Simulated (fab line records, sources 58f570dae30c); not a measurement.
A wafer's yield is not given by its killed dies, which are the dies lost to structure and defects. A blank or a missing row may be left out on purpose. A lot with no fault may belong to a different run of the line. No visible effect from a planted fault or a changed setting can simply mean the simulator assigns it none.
fab line records	flow berkeley_cmos170	part 1 of 2: steps 1 to 43 of 45
[record] lots = 7	wafers = 21	last_day = 11
route steps=331 shown ACTIVE@78 PFIELD@79 FIELD@89 SACOX@97 SCREENOX@100 NVT@104 PVT@115 M1@249 M3@331
lots that met no fault: taken from a fault-free run of the same line
start_h: start of the lot's first displayed wafer, in hours after the record's first day	wait_h: hours since the lot's step before	" same as the row above	L1.1+2: several wafers, shown together as one row	- no value, or no start given	* or withheld: withheld	< > ~ a bound
route shown NAME@n: a module of which the file shows steps, and the number in the route of the first	usual: mean/standard deviation taken from wafers without a fault	same: alike in all rows	chamber/n: place in a boat	sites: per-site readings	_std_site: how widely they spread, as a standard deviation	_edge_site: mean of outer sites minus mean of inner sites	radius_mm: how far each site lies from the wafer's centre	mask NAME#n: copy n	behind: tool/chamber where the wafer was last shaped	hold: why the lot went on hold/how many hours it stayed there/how the hold came to an end	device: transistor that didn't switch, given as n, p or np	end of line: the tests these same wafers got at the end of their route	a step given without rows: its recipe and nothing more	killed: the dies lost at the first sort to structure and to defects; this is not the yield of the wafer	map: dies across one wafer; x = killed, . = not, _ = none there
set.NAME: the run value of the setting; set.NAME@STEP: its run value at that earlier step	model.NAME: the simulator's own value behind a step, which no gauge read
lots at selected steps of the route; one table per step, one row per wafer
services: when a tool's chamber went out of use (start_h, in hours from the record's first day, below 0 if earlier), for how many hours, and the reason
[[steps]]
[step UCB170_ACTIVE_CLEAN_17]
[recipe] chemistry = SPM	temp_c = 120	time_s = 600
[step UCB170_PFIELD_HMDS_00]
[recipe] prime_time_s = 60	prime_temp_c = 100
[step UCB170_PFIELD_COAT_01]
[recipe] resist = KrF	spin_rpm = 1500	resist_thk_nm = 900
[step UCB170_PFIELD_SOFTBAKE_02]
[recipe] resist = KrF	temp_c = 130	time_s = 60
[step UCB170_PFIELD_EXPOSE_03]
[recipe] mask_id = PFIELD	na = 0.5	sigma_outer = 0.6	source_shape = conventional	target_cd_nm = 1500	dose_mj = 30
[step UCB170_PFIELD_PEB_04]
[recipe] peb_temp_c = 130	peb_time_s = withheld	resist = KrF
[step UCB170_PFIELD_DEVELOP_05]
[recipe] developer = TMAH	develop_time_s = 45	resist = KrF	dev_temp_c = 21
[step UCB170_PFIELD_OVL_MEAS_06]
[usual] PFIELD_OVL = 3/4
lot.wafer	tool	chamber	start_h	wait_h	PFIELD_OVL[nm]
L863.1	overlay-01	-	96.82	-	3
L863.3	"	-	"	"	11
L863.4	"	-	"	"	3
L869.2	overlay-02	-	135.15	-	8
L869.3	"	-	"	"	5
L869.4	"	-	"	"	6
L871.2	overlay-01	-	141.83	-	3
L871.4	"	-	"	"	2
L871.5	"	-	"	"	1
L877.1	overlay-02	-	167.91	-	4
L877.3	"	-	"	"	1
L877.6	"	-	"	"	-5
L878.2	overlay-02	-	172.89	-	-4
L878.4	"	-	"	"	-2
L878.6	"	-	"	"	-5
L879.1	overlay-01	-	173.16	-	5
L879.2	"	-	"	"	-1
L879.5	"	-	"	"	0
L880.3	overlay-02	-	182.01	-	6
L880.5	"	-	"	"	7
L880.6	"	-	"	"	3
[step UCB170_PFIELD_IMPLANT_07]
[recipe] species = B	dose_cm2 = 2e+13	energy_kev = 80	tilt_deg = 7
[step UCB170_PFIELD_STRIP_08]
[recipe] chemistry = O2	power_w = 400	pressure_mtorr = 3500	platen_temp_c = withheld	o2_flow_sccm = 400	overash_fraction = 0.5
[usual] drypump_motor_current_A = 6.01/0.26	o2_flow_sccm = 399.9/1.3	oes_product_au = 0.734/0.0047	strip_time_to_endpoint_s = 21.62/0.06
lot.wafer	tool	chamber	start_h	wait_h	drypump_motor_current_A	o2_flow_sccm	oes_product_au	rf_hours_counter_h	strip_time_to_endpoint_s
L863.1	plasma_asher-04	0	97.01	0.1	5.74	399.9	0.733	34	21.66
L863.3	"	1	"	"	6.03	400.5	0.725	-	21.60
L863.4	"	0	"	"	5.75	398.9	0.736	-	21.63
L869.2	plasma_asher-04	1	135.33	0.1	5.98	400.0	0.738	39	21.67
L869.3	"	0	"	"	5.71	400.5	0.736	-	21.61
L869.4	"	1	"	"	6.00	399.5	0.737	-	21.65
L871.2	plasma_asher-03	1	142.01	0.1	5.77	401.5	0.744	2	21.62
L871.4	"	1	"	"	5.74	398.9	0.736	-	21.68
L871.5	"	1	"	"	5.72	399.5	0.729	-	21.66
L877.1	plasma_asher-03	1	168.10	0.1	5.83	401.3	0.735	5	21.59
L877.3	"	0	"	"	6.44	399.9	0.733	-	21.59
L877.6	"	1	"	"	5.78	402.5	0.739	-	21.64
L878.2	plasma_asher-04	1	173.07	0.1	6.02	399.6	0.728	43	21.55
L878.4	"	1	"	"	6.01	399.9	0.733	-	21.54
L878.6	"	1	"	"	6.02	398.7	0.732	-	21.67
L879.1	plasma_asher-04	0	173.35	0.1	5.71	399.7	0.735	43	21.57
L879.2	"	1	"	"	5.99	398.1	0.740	43	21.56
L879.5	"	1	"	"	6.00	399.7	0.732	-	21.62
L880.3	plasma_asher-01	0	182.22	0.1	6.17	402.6	0.742	-	21.63
L880.5	"	1	"	"	6.35	397.6	0.739	-	21.57
L880.6	"	0	"	"	6.19	401.4	0.742	-	21.59
[step UCB170_PFIELD_TW_MEAS_09]
[usual] PFIELD_TW = 610/6.5
lot.wafer	tool	chamber	start_h	wait_h	PFIELD_TW
L863.1	film_metro-04	-	97.11	0.1	601
L863.3	"	-	"	"	604
L863.4	"	-	"	"	604
L869.2	film_metro-04	-	135.44	0.1	601
L869.3	"	-	"	"	601
L869.4	"	-	"	"	601
L871.2	film_metro-02	-	142.12	0.1	617
L871.4	"	-	"	"	619
L871.5	"	-	"	"	618
L877.1	film_metro-02	-	168.20	0.1	616
L877.3	"	-	"	"	612
L877.6	"	-	"	"	618
L878.2	film_metro-01	-	173.18	0.1	614
L878.4	"	-	"	"	610
L878.6	"	-	"	"	611
L879.1	film_metro-02	-	173.45	0.1	619
L879.2	"	-	"	"	613
L879.5	"	-	"	"	614
L880.3	film_metro-04	-	182.31	0.1	603
L880.5	"	-	"	"	601
L880.6	"	-	"	"	596
[step UCB170_FIELD_CLEAN_00]
[recipe] chemistry = dHF	dilution = 25:1	time_s = 7.5
[step UCB170_FIELD_OXIDATION_01]
[recipe] temp_c = 1000	ambient = H2O	p_h2o_torr = 584.62	target_thk_a = 5583	ox_time_s = 7200
[usual] spike_tc_centre_C = 1002.3/1	spike_tc_load_C = 1028.5/2.4	spike_tc_source_C = 1024.8/2.1	tube_center_temp_C = 1000/0.09	tube_center_temp_C_max = 1002.6/0.42
lot.wafer	tool	chamber	start_h	wait_h	spike_tc_centre_C	spike_tc_load_C	spike_tc_source_C	tube_center_temp_C	tube_center_temp_C_max	model.SiO2_of_FIELD_OXIDATION_01.thk_nm
L863.1	furnace-02	0	100.49	3.3	1002.6	1025.6	1021.5	999.94	1002.3	556.1
L863.3	"	0	"	"	1002.5	1024.8	1023.9	999.98	1002.9	542.7
L863.4	"	0	"	"	1001.8	1024.7	1024.1	999.97	1002.3	550.3
L869.2	furnace-04	0	140.70	5.2	1002.6	1029.5	1024.7	1000	1002.9	570
L869.3	"	0	"	"	1000.8	1030.2	1025.2	1000.1	1001.9	576.3
L869.4	"	0	"	"	1002.1	1030.2	1025.2	1000	1003.3	575.5
L871.2	furnace-01	0	148.11	5.7	1002.7	1027.2	1028.4	999.93	1002.6	552.1
L871.4	"	0	"	"	1002.2	1026.9	1028.8	999.93	1002.4	558.9
L871.5	"	0	"	"	1002.5	1025.2	1029.4	999.88	1002.0	554.3
L877.1	furnace-02	0	171.80	3.5	1004.4	1024.6	1022.0	1000.2	1003.4	557.9
L877.3	"	0	"	"	1003.0	1025.8	1022.9	1000.1	1003.2	563.5
L877.6	"	0	"	"	1003.4	1025.4	1022.4	999.99	1003.3	551.2
L878.2	furnace-04	0	177.32	4.1	1009.7	1037.9	1032.2	1006	1008.7	578
L878.4	"	0	"	"	1007.9	1037.0	1029.1	1006.2	1009.1	574.7
L878.6	"	0	"	"	1008.0	1036.6	1030.8	1006.1	1008.7	568
L879.1	furnace-04	0	177.32	3.8	1008.3	1036.5	1031.5	1006.1	1008.8	557.9
L879.2	"	0	"	"	1007.4	1037.3	1031.4	1005.9	1008.4	565.2
L879.5	"	0	"	"	1007.4	1037.4	1030.3	1005.9	1008.2	566.4
L880.3	furnace-04	0	187.10	4.7	1006.9	1035.8	1031.7	1005.9	1007.9	564.1
L880.5	"	0	"	"	1009.2	1035.9	1031.1	1006.2	1008.1	559.7
L880.6	"	0	"	"	1008.7	1036.3	1030.3	1006.2	1008.5	559.3
[step UCB170_FIELD_THK_MEAS_02]
[recipe] reads = SiO2_of_FIELD_OXIDATION_01
[usual] FIELD_OXIDE_THK = 555/10
lot.wafer	tool	chamber	start_h	wait_h	FIELD_OXIDE_THK[nm]
L863.1	film_metro-04	-	103.49	0.0	556
L863.3	"	-	"	"	543
L863.4	"	-	"	"	551
L869.2	film_metro-03	-	143.89	0.2	570
L869.3	"	-	"	"	577
L869.4	"	-	"	"	576
L871.2	film_metro-04	-	151.12	0.0	552
L871.4	"	-	"	"	559
L871.5	"	-	"	"	554
L877.1	film_metro-03	-	174.94	0.1	558
L877.3	"	-	"	"	564
L877.6	"	-	"	"	551
L879.1	film_metro-01	-	180.32	0.0	558
L879.2	"	-	"	"	565
L879.5	"	-	"	"	567
L878.2	film_metro-03	-	180.33	0.0	578
L878.4	"	-	"	"	575
L878.6	"	-	"	"	568
L880.3	film_metro-03	-	190.12	0.0	564
L880.5	"	-	"	"	560
L880.6	"	-	"	"	559
[step UCB170_FIELD_ANNEAL_03]
[recipe] temp_c = 1000	time_s = 1200	ambient = N2
[step UCB170_FIELD_WET_ETCH_04]
[recipe] chemistry = dHF	dilution = 10:1	target = SiO2	temp_c = 25	time_s = 60
[step UCB170_FIELD_WET_ETCH_05]
[recipe] chemistry = H3PO4	target = Si3N4	temp_c = 160	time_s = 12600
[step UCB170_FIELD_WET_ETCH_06]
[recipe] chemistry = BOE	dilution = 5:1	target = SiO2	temp_c = 25	time_s = 22
lot.wafer	tool	chamber	start_h	wait_h	model.SiO2_of_FIELD_OXIDATION_01.thk_nm
L863.1	wet_bench-01	3	113.20	0.0	440.7
L863.3	"	3	"	"	426.8
L863.4	"	3	"	"	434.3
L869.2	wet_bench-04	3	158.88	0.0	453.2
L869.3	"	3	"	"	459.4
L869.4	"	3	"	"	458.8
L871.2	wet_bench-04	0	160.70	0.0	435.4
L871.4	"	0	"	"	442.4
L871.5	"	0	"	"	437.8
L877.1	wet_bench-03	0	184.73	0.0	440.6
L877.3	"	0	"	"	446.4
L877.6	"	0	"	"	434
L878.2	wet_bench-03	2	190.92	0.2	461.2
L878.4	"	2	"	"	457.8
L878.6	"	2	"	"	451
L879.1	wet_bench-03	1	190.92	0.2	442.6
L879.2	"	1	"	"	450.2
L879.5	"	1	"	"	451
L880.3	wet_bench-04	2	197.72	0.0	446.4
L880.5	"	2	"	"	442.2
L880.6	"	2	"	"	441.8
[step UCB170_FIELD_THK_MEAS_90]
[recipe] reads = SiO2_of_FIELD_OXIDATION_01
[usual] FIELD_OXIDE_LEFT_1_THK = 438/11
lot.wafer	tool	chamber	start_h	wait_h	FIELD_OXIDE_LEFT_1_THK[nm]
L863.1	film_metro-04	-	113.28	0.1	440
L863.3	"	-	"	"	427
L863.4	"	-	"	"	434
L869.2	film_metro-03	-	158.91	0.0	453
L869.3	"	-	"	"	459
L869.4	"	-	"	"	459
L871.2	film_metro-03	-	160.72	0.0	435
L871.4	"	-	"	"	442
L871.5	"	-	"	"	438
L877.1	film_metro-04	-	184.74	0.0	441
L877.3	"	-	"	"	447
L877.6	"	-	"	"	434
L879.1	film_metro-01	-	190.98	0.0	443
L879.2	"	-	"	"	450
L879.5	"	-	"	"	451
L878.2	film_metro-03	-	190.99	0.1	461
L878.4	"	-	"	"	457
L878.6	"	-	"	"	451
L880.3	film_metro-01	-	197.76	0.0	447
L880.5	"	-	"	"	442
L880.6	"	-	"	"	442
[step UCB170_SACOX_CLEAN_00]
[recipe] chemistry = dHF	dilution = 25:1	time_s = 7.5
[step UCB170_SACOX_OXIDATION_01]
[recipe] temp_c = 900	ambient = O2	target_thk_a = 144	ox_time_s = 2400
[step UCB170_SACOX_THK_MEAS_02]
[recipe] reads = SiO2_of_SACOX_OXIDATION_01
[usual] SACOX_OXIDE_THK = 14.37/0.28
lot.wafer	tool	chamber	start_h	wait_h	SACOX_OXIDE_THK[nm]
L863.1	film_metro-03	-	120.98	0.0	14.41
L863.3	"	-	"	"	14.04
L863.4	"	-	"	"	14.33
L871.2	film_metro-03	-	164.04	0.0	14.09
L871.4	"	-	"	"	14.12
L871.5	"	-	"	"	14.09
L869.2	film_metro-02	-	164.10	0.1	14.97
L869.3	"	-	"	"	14.75
L869.4	"	-	"	"	14.64
L877.1	film_metro-02	-	191.21	0.0	14.54
L877.3	"	-	"	"	14.38
L877.6	"	-	"	"	14.46
L879.1	film_metro-03	-	196.92	0.0	14.44
L879.2	"	-	"	"	14.51
L879.5	"	-	"	"	14.24
L878.2	film_metro-01	-	196.92	0.0	14.54
L878.4	"	-	"	"	14.76
L878.6	"	-	"	"	14.54
L880.3	film_metro-02	-	203.27	0.0	14.40
L880.5	"	-	"	"	14.12
L880.6	"	-	"	"	14.29
[step UCB170_SCREENOX_WET_ETCH_00]
[recipe] chemistry = dHF	dilution = 25:1	target = SiO2	temp_c = 25	time_s = 200
[step UCB170_SCREENOX_OXIDATION_01]
[recipe] temp_c = 900	ambient = O2	target_thk_a = 144	ox_time_s = 2400
[step UCB170_SCREENOX_THK_MEAS_02]
[recipe] reads = SiO2_of_SCREENOX_OXIDATION_01
[usual] SCREENOX_OXIDE_THK = 14.3/0.32
lot.wafer	tool	chamber	start_h	wait_h	SCREENOX_OXIDE_THK[nm]
L863.1	film_metro-02	-	129.06	0.0	14.2
L863.3	"	-	"	"	14.0
L863.4	"	-	"	"	14.2
L869.2	film_metro-03	-	170.46	0.0	13.9
L869.3	"	-	"	"	14.3
L869.4	"	-	"	"	14.1
L871.2	film_metro-02	-	170.46	0.0	14.5
L871.4	"	-	"	"	14.4
L871.5	"	-	"	"	14.7
L877.1	film_metro-03	-	198.58	0.0	14.4
L877.3	"	-	"	"	14.3
L877.6	"	-	"	"	14.6
L879.1	film_metro-03	-	203.06	0.0	14.4
L879.2	"	-	"	"	14.2
L879.5	"	-	"	"	14.1
L878.2	film_metro-02	-	203.07	0.0	14.0
L878.4	"	-	"	"	14.0
L878.6	"	-	"	"	14.0
L880.3	film_metro-03	-	210.38	0.0	14.9
L880.5	"	-	"	"	14.9
L880.6	"	-	"	"	14.8
[step UCB170_SCREENOX_ANNEAL_03]
[recipe] temp_c = 900	time_s = 900	ambient = N2
[step UCB170_NVT_HMDS_00]
[recipe] prime_time_s = 60	prime_temp_c = 100
[step UCB170_NVT_COAT_01]
[recipe] resist = KrF	spin_rpm = 1500	resist_thk_nm = 900
[step UCB170_NVT_SOFTBAKE_02]
[recipe] resist = KrF	temp_c = 130	time_s = 60
[step UCB170_NVT_EXPOSE_03]
[recipe] mask_id = PWELL	target_cd_nm = 3000	na = 0.5	sigma_outer = 0.6	source_shape = conventional	dose_mj = 30
[step UCB170_NVT_PEB_04]
[recipe] peb_temp_c = 130	peb_time_s = withheld	resist = KrF
[step UCB170_NVT_DEVELOP_05]
[recipe] developer = TMAH	develop_time_s = 45	resist = KrF	dev_temp_c = 21
[step UCB170_NVT_OVL_MEAS_06]
[usual] NVT_OVL = -1/4.7
lot.wafer	tool	chamber	start_h	wait_h	NVT_OVL[nm]
L863.1	overlay-01	-	138.18	-	-4
L863.3	"	-	"	"	-1
L863.4	"	-	"	"	-2
L869.2	overlay-01	-	176.58	-	-5
L869.3	"	-	"	"	0
L869.4	"	-	"	"	-2
L871.2	overlay-02	-	176.82	-	1
L871.4	"	-	"	"	-4
L871.5	"	-	"	"	3
L877.1	overlay-01	-	205.90	-	-1
L877.3	"	-	"	"	-2
L877.6	"	-	"	"	-5
L879.1	overlay-02	-	210.40	-	-2
L879.2	"	-	"	"	1
L879.5	"	-	"	"	1
L878.2	overlay-01	-	210.48	-	-5
L878.4	"	-	"	"	-3
L878.6	"	-	"	"	-3
L880.3	overlay-01	-	216.82	-	5
L880.5	"	-	"	"	8
L880.6	"	-	"	"	13
[step UCB170_NVT_IMPLANT_07]
[recipe] species = BF2	dose_cm2 = 3e+12	energy_kev = 50	tilt_deg = 7
[step UCB170_NVT_STRIP_08]
[recipe] chemistry = O2	power_w = 400	pressure_mtorr = 3500	platen_temp_c = withheld	o2_flow_sccm = 400	overash_fraction = 0.5
[usual] drypump_motor_current_A = 6.26/0.26	o2_flow_sccm = 399.7/1.3	oes_product_au = 0.735/0.0047	strip_time_to_endpoint_s = 21.64/0.063
lot.wafer	tool	chamber	start_h	wait_h	drypump_motor_current_A	o2_flow_sccm	oes_product_au	rf_hours_counter_h	strip_time_to_endpoint_s
L863.1	plasma_asher-03	0	138.37	0.1	6.42	401.3	0.726	2	21.68
L863.3	"	0	"	"	6.42	402.4	0.745	-	21.72
L863.4	"	1	"	"	5.70	399.6	0.729	-	21.66
L869.2	plasma_asher-01	1	176.76	0.1	6.34	398.9	0.736	41	21.71
L869.3	"	0	"	"	6.19	401.6	0.733	-	21.68
L869.4	"	1	"	"	6.31	399.8	0.728	-	21.70
L871.2	plasma_asher-03	0	177.00	0.1	6.45	400.4	0.740	6	21.56
L871.4	"	1	"	"	5.74	399.7	0.731	-	21.63
L871.5	"	0	"	"	6.45	399.5	0.737	-	21.61
L877.1	plasma_asher-02	1	206.08	0.1	6.55	398.8	0.730	44	21.59
L877.3	"	1	"	"	6.57	400.4	0.732	-	21.58
L877.6	"	1	"	"	6.57	399.4	0.734	-	21.62
L879.1	plasma_asher-03	1	210.58	0.1	5.74	400.1	0.735	9	21.56
L879.2	"	0	"	"	6.46	399.5	0.736	9	21.56
L879.5	"	1	"	"	5.76	399.1	0.729	-	21.58
L878.2	plasma_asher-01	1	210.66	0.1	6.37	399.4	0.733	45	21.61
L878.4	"	0	"	"	6.20	398.5	0.740	-	21.63
L878.6	"	0	"	"	6.20	401.6	0.731	-	21.59
L880.3	plasma_asher-01	0	217.03	0.1	6.19	398.2	0.743	-	21.68
L880.5	"	0	"	"	6.20	398.1	0.741	-	21.64
L880.6	"	1	"	"	6.34	400.3	0.739	-	21.68
[step UCB170_NVT_TW_MEAS_09]
[usual] NVT_TW = 531/6.2
lot.wafer	tool	chamber	start_h	wait_h	NVT_TW
L863.1	film_metro-02	-	138.47	0.1	540
L863.3	"	-	"	"	538
L863.4	"	-	"	"	538
L869.2	film_metro-04	-	176.87	0.1	523
L869.3	"	-	"	"	527
L869.4	"	-	"	"	523
L871.2	film_metro-01	-	177.11	0.1	536
L871.4	"	-	"	"	532
L871.5	"	-	"	"	531
L877.1	film_metro-02	-	206.18	0.1	540
L877.3	"	-	"	"	539
L877.6	"	-	"	"	537
L879.1	film_metro-02	-	210.68	0.1	538
L879.2	"	-	"	"	539
L879.5	"	-	"	"	539
L878.2	film_metro-01	-	210.77	0.1	536
L878.4	"	-	"	"	534
L878.6	"	-	"	"	531
L880.3	film_metro-01	-	217.11	0.1	532
L880.5	"	-	"	"	532
L880.6	"	-	"	"	530
[step UCB170_NVT_CLEAN_10]
[recipe] chemistry = SPM	temp_c = 120	time_s = 600
[step UCB170_PVT_HMDS_00]
[recipe] prime_time_s = 60	prime_temp_c = 100
[step UCB170_PVT_COAT_01]
[recipe] resist = KrF	spin_rpm = 1500	resist_thk_nm = 900
[step UCB170_PVT_SOFTBAKE_02]
[recipe] resist = KrF	temp_c = 130	time_s = 60
[step UCB170_PVT_EXPOSE_03]
[recipe] mask_id = NWELL	target_cd_nm = 3000	na = 0.5	sigma_outer = 0.6	source_shape = conventional	dose_mj = 30
[step UCB170_PVT_PEB_04]
[recipe] peb_temp_c = 130	peb_time_s = withheld	resist = KrF
[step UCB170_M1_ETCH_11]
[recipe] chemistry = N2/H2	target_depth_a = withheld	overetch_a = withheld	target = BARC	time_s = withheld	source_w = 500	bias_w = 100	pressure_mtorr = 30	n2_flow_sccm = 100	h2_flow_sccm = 200
[usual] drypump_motor_current_A = 5.5/0.43	oes_product_au = 0.98/0.031	rf_fwd_power_W = 493.3/2	throttle_valve_pct = 13.37/0.17
lot.wafer	tool	chamber	start_h	wait_h	drypump_motor_current_A	oes_product_au	rf_fwd_power_W	throttle_valve_pct	model.M1.cd_nm
L863.1	rie_diel-01	3	180.90	0.0	5.0	1.03	492.8	13.19	699.3
L863.3	"	1	"	"	5.4	0.98	492.7	13.70	700
L863.4	"	2	"	"	5.0	0.98	494.5	13.41	700.4
L871.2	rie_diel-04	3	220.31	0.0	5.3	0.97	492.7	13.26	697.6
L871.4	"	0	"	"	5.5	0.99	496.8	13.35	696.8
L871.5	"	3	"	"	5.3	0.97	496.5	13.26	697.2
L869.2	rie_diel-02	0	220.40	0.0	6.4	1.03	492.2	13.43	699.6
L869.3	"	1	"	"	5.3	0.96	489.5	13.32	699.4
L869.4	"	0	"	"	6.4	1.04	489.4	13.42	702.3
L879.1	rie_diel-02	1	250.68	0.0	5.3	0.97	491.3	13.32	703.9
L879.2	"	3	"	"	5.6	0.99	496.3	13.59	704.6
L879.5	"	2	"	"	5.4	0.99	495.6	13.32	704.5
L877.1	rie_diel-01	3	251.94	0.0	5.1	1.04	492.7	13.18	703.2
L877.3	"	2	"	"	5.0	0.98	494.0	13.42	701.1
L877.6	"	3	"	"	5.1	1.04	492.7	13.18	701.6
L878.2	rie_diel-02	2	252.31	0.0	5.4	0.98	496.5	13.33	704.3
L878.4	"	0	"	"	6.4	1.04	490.6	13.42	704.2
L878.6	"	3	"	"	5.6	0.99	496.7	13.60	701.7
L880.3	rie_diel-02	0	256.73	0.0	6.4	1.05	491.0	13.41	701.2
L880.5	"	1	"	"	5.3	0.96	492.1	13.33	699.9
L880.6	"	0	"	"	6.4	1.04	489.8	13.43	701.4
[[key]]
[first_sign] step = UCB170_FIELD_OXIDATION_01	reading = tube_center_temp_C	direction = up	sigmas = 60	usual = *	struck = *
[effect] step = UCB170_FIELD_OXIDATION_01	reading = tube_center_temp_C_max	direction = up	sigmas = 14	usual = *	struck = *
[model_effect] step = UCB170_FIELD_OXIDATION_01	value = SiO2_of_FIELD_OXIDATION_01.thk_nm	without = 544.6	struck = 565.9
[model_effect] step = UCB170_FIELD_WET_ETCH_06	value = SiO2_of_FIELD_OXIDATION_01.thk_nm	without = 428	struck = 449.3
[model_effect] step = UCB170_M1_ETCH_11	value = M1.cd_nm	without = 699.1	struck = 702.8
[model_effect] step = UCB170_M1_METAL_ETCH_12	value = M1.cd_nm	without = 698.8	struck = 702.5
[model_effect] step = UCB170_M3_PROBE_99	value = etest.nldd.line_ohm_um	without = 1239	struck = 1293
met_at UCB170_FIELD_OXIDATION_01
struck_wafers L878.2,L878.4,L878.6,L879.1,L879.2,L879.5,L880.3,L880.5,L880.6
tester_left_out L878,L879,L880
[loop_trim] step = UCB170_M1_EXPOSE_06	setting = dose	lots = L878,L879,L880
onset_between 140.70 177.32
[fault] kind = process_parameter_drift	tool = furnace-04	chamber = -	onset_h = 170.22	steps = UCB170_FIELD_OXIDATION_01	channel = temp_c	offset = *	shape = step	end_h = 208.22	acts_in = *	stated = *
// tester_left_out: of these lots the tester's yield and bins aren't shown, on N5 and GAA mostly nor the transistor test; their killed dies are dies lost to structure and defects alone, not to doping, threshold or leakage, so they don't give the yield
// loop_trim: a control loop set the setting to another value than it would have without faults
